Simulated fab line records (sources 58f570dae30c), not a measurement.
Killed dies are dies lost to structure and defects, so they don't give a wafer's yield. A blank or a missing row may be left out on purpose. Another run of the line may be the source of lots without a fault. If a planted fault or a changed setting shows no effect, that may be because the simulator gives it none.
The tool behind it: which one? + flow berkeleyCmos170 + 13 lots, 39 wafers sampled, at 4 steps of a route of 331

WHAT EACH GAUGE READ, for each wafer
UCB170_SDANNEAL_RS_MEAS_05: a four-point-probe measurement. Usual: NLDD_RS 616.8 ohm/sq, standard deviation 1.8.
| lot  | measured     | on           | NLDD_RS (ohm/sq)  | flag |
|------|--------------|--------------|-------------------|------|
| L449 | day 7 02:49  | filmMetro-02 | 617.4 617.1 615.2 |      |
| L448 | day 7 02:59  | filmMetro-03 | 616.8 614.8 616.7 |      |
| L451 | day 7 03:17  | filmMetro-04 | 613.8 616.2 615.2 |      |
| L450 | day 7 03:38  | filmMetro-03 | 617.8 617.3 618.5 |      |
| L453 | day 7 13:11  | filmMetro-04 | 614.9 613.4 615.0 |      |
| L452 | day 7 13:25  | filmMetro-02 | 614.7 614.6 614.5 |      |
| L454 | day 7 13:39  | filmMetro-03 | 618.1 619.2 618.2 |      |
| L455 | day 8 01:07  | filmMetro-03 | 616.8 618.1 617.1 |      |
| L459 | day 9 06:41  | filmMetro-04 | 616.9 618.2 615.1 |      |
| L467 | day 10 19:27 | filmMetro-03 | 614.6 615.1 614.4 |      |
| L465 | day 10 19:58 | filmMetro-03 | 619.9 618.4 620.0 |      |
| L466 | day 10 21:19 | filmMetro-03 | 618.2 617.0 618.6 |      |
| L471 | day 10 23:09 | filmMetro-03 | 617.2 618.7 617.6 |      |

UCB170_M3_BOW_MEAS_20. Usual: M3_BOW 35 um, standard deviation 7.5.
| lot  | measured     | on           | M3_BOW (um) | flag |
|------|--------------|--------------|-------------|------|
| L449 | day 8 04:12  | filmMetro-02 | 30 30 39    |      |
| L448 | day 8 04:59  | filmMetro-03 | 44 28 32    |      |
| L451 | day 8 08:28  | filmMetro-04 | 35 24 33    |      |
| L450 | day 8 07:08  | filmMetro-02 | 27 24 17    |      |
| L453 | day 8 13:43  | filmMetro-02 | 23 30 41    |      |
| L452 | day 8 14:43  | filmMetro-02 | 32 33 37    |      |
| L454 | day 8 15:21  | filmMetro-04 | 31 35 48    |      |
| L455 | day 9 02:41  | filmMetro-03 | 48 36 36    |      |
| L459 | day 10 10:08 | filmMetro-04 | 32 31 33    |      |
| L467 | day 12 01:30 | filmMetro-03 | 42 37 53    |      |
| L465 | day 12 00:56 | filmMetro-03 | 36 35 23    |      |
| L466 | day 12 01:41 | filmMetro-04 | 36 27 43    |      |
| L471 | day 12 01:49 | filmMetro-02 | 37 40 37    |      |

WHICH TOOL RAN EACH LOT (tool, then ch and the chambers of the sampled wafers, then the start)
| lot  | UCB170_V2_CMP_02              | UCB170_M3_ETCH_17                 |
|------|-------------------------------|-----------------------------------|
| L449 | cmp-01 ch 1,2,3, day 7 23:03  | rieDiel-01 ch 0,3, day 8 03:44    |
| L448 | cmp-02 ch 0,1,2, day 7 23:17  | rieDiel-04 ch 1,3, day 8 04:32    |
| L451 | cmp-01 ch 0,1, day 8 01:14    | rieDiel-03 ch 0,1, day 8 07:58    |
| L450 | cmp-01 ch 1,2,3, day 7 23:37  | rieDiel-01 ch 0,2,3, day 8 06:41  |
| L453 | cmp-02 ch 2,3, day 8 07:34    | rieDiel-03 ch 1,2,3, day 8 13:16  |
| L452 | cmp-01 ch 0,3, day 8 07:49    | rieDiel-04 ch 1,2,3, day 8 14:16  |
| L454 | cmp-02 ch 0,1, day 8 08:24    | rieDiel-01 ch 2,3, day 8 14:53    |
| L455 | cmp-02 ch 2,3, day 8 21:33    | rieDiel-04 ch 0,2,3, day 9 02:12  |
| L459 | cmp-01 ch 0,2,3, day 10 02:46 | rieDiel-01 ch 0,2,3, day 10 09:41 |
| L467 | cmp-02 ch 0,1,3, day 11 16:13 | rieDiel-03 ch 0,3, day 12 01:03   |
| L465 | cmp-01 ch 1,2,3, day 11 15:39 | rieDiel-03 ch 0,2, day 12 00:26   |
| L466 | cmp-02 ch 1,2,3, day 11 16:58 | rieDiel-04 ch 0,1,3, day 12 01:14 |
| L471 | cmp-02 ch 1,2,3, day 11 17:32 | rieDiel-03 ch 0,3, day 12 01:20   |
- UCB170_V2_CMP_02: polishes SiO2.
- UCB170_M3_ETCH_17: etches BARC in N2/H2.

AS READ BY THE TOOLS THEMSELVES (means over the sampled wafers that have a number; for cases with no such wafer, the mark the record gives instead)
UCB170_V2_CMP_02. Usual: edgeZonePressureFrac 1.000, standard deviation 0.0051; motorCurrentA 18.1 A, standard deviation 1.4.
| lot  | tool   | edgeZonePressureFrac | motorCurrentA (A) | flag |
|------|--------|----------------------|-------------------|------|
| L449 | cmp-01 | 1.002                | 18.5              |      |
| L448 | cmp-02 | 0.999                | 17.4              |      |
| L451 | cmp-01 | 0.996                | 19.1              |      |
| L450 | cmp-01 | 1.001                | 18.8              |      |
| L453 | cmp-02 | 0.998                | 18.5              |      |
| L452 | cmp-01 | 1.009                | 18.5              |      |
| L454 | cmp-02 | 0.992                | 15.7              |      |
| L455 | cmp-02 | 1.004                | 19.0              |      |
| L459 | cmp-01 | 1.000                | 18.5              |      |
| L467 | cmp-02 | 1.001                | 17.3              |      |
| L465 | cmp-01 | 1.001                | 18.8              |      |
| L466 | cmp-02 | 1.001                | 17.7              |      |
| L471 | cmp-02 | 1.003                | 17.3              |      |

UCB170_M3_ETCH_17. Usual: drypumpMotorCurrentA 5.8 A, standard deviation 0.47; oesProductAu 1.001 a.u., standard deviation 0.015; rfFwdPowerW 494.5 W, standard deviation 1.6; throttleValvePct 13.27 %, standard deviation 0.13.
| lot  | tool       | drypumpMotorCurrentA (A) | oesProductAu (a.u.) | rfFwdPowerW (W) | throttleValvePct (%) | flag |
|------|------------|--------------------------|---------------------|-----------------|----------------------|------|
| L449 | rieDiel-01 | 5.5                      | 1.024               | 494.8           | 13.12                |      |
| L448 | rieDiel-04 | 5.8                      | 0.993               | 496.0           | 13.26                |      |
| L451 | rieDiel-03 | 5.7                      | 0.989               | 493.5           | 13.42                |      |
| L450 | rieDiel-01 | 5.7                      | 1.006               | 493.9           | 13.20                |      |
| L453 | rieDiel-03 | 5.5                      | 0.988               | 492.6           | 13.40                |      |
| L452 | rieDiel-04 | 6.1                      | 0.998               | 494.1           | 13.28                |      |
| L454 | rieDiel-01 | 5.6                      | 1.021               | 493.8           | 13.18                |      |
| L455 | rieDiel-04 | 6.4                      | 0.990               | 494.2           | 13.28                |      |
| L459 | rieDiel-01 | 5.7                      | 0.986               | 469.5           | 13.19                | OFF  |
| L467 | rieDiel-03 | 5.5                      | 0.999               | 496.3           | 13.36                |      |
| L465 | rieDiel-03 | 6.0                      | 0.989               | 493.8           | 13.34                |      |
| L466 | rieDiel-04 | 6.0                      | 0.993               | 494.6           | 13.27                |      |
| L471 | rieDiel-03 | 5.5                      | 0.995               | 493.5           | 13.36                |      |

THE ANSWER, worked out from the rows above alone
Rule: a lot is off if the mean of its wafers that have a number lies more than 3 standard deviations from the usual mean. A lot without any number at a reading at which 4 lots or more have one is off too. Where the step has rows for the other lots, those lots are counted as sound. The gauges are gone through in route order, then the tools' own readings, and for those a lot's mean is taken as printed above. At the first step where some lot is off, the reading lying furthest off is the one used; lots without a number count as furthest.
Off, at UCB170_M3_ETCH_17 on rfFwdPowerW: L459.
If a tool, at that step or one of the process steps before it, ran each lot that is off and ran no sound lot following the first of them, it fits. One fits: UCB170_M3_ETCH_17 on rieDiel-01. A fault onset in the window from L454 (day 8 14:53, its last sound lot) to L459 (day 10 09:41, its first lot off) fits.
The tool's own readings at UCB170_M3_ETCH_17 bear it out: on the lots that are off they differ by more than 5 times the standard deviation of the sound lots' means. rfFwdPowerW reads 469.5 W there against 494.3 W on the sound lots.

WHAT HAD BEEN PUT IN BY THE SIMULATOR
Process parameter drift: rieDiel-01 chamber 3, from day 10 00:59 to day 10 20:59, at UCB170_M3_ETCH_17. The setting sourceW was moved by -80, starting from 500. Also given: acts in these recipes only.
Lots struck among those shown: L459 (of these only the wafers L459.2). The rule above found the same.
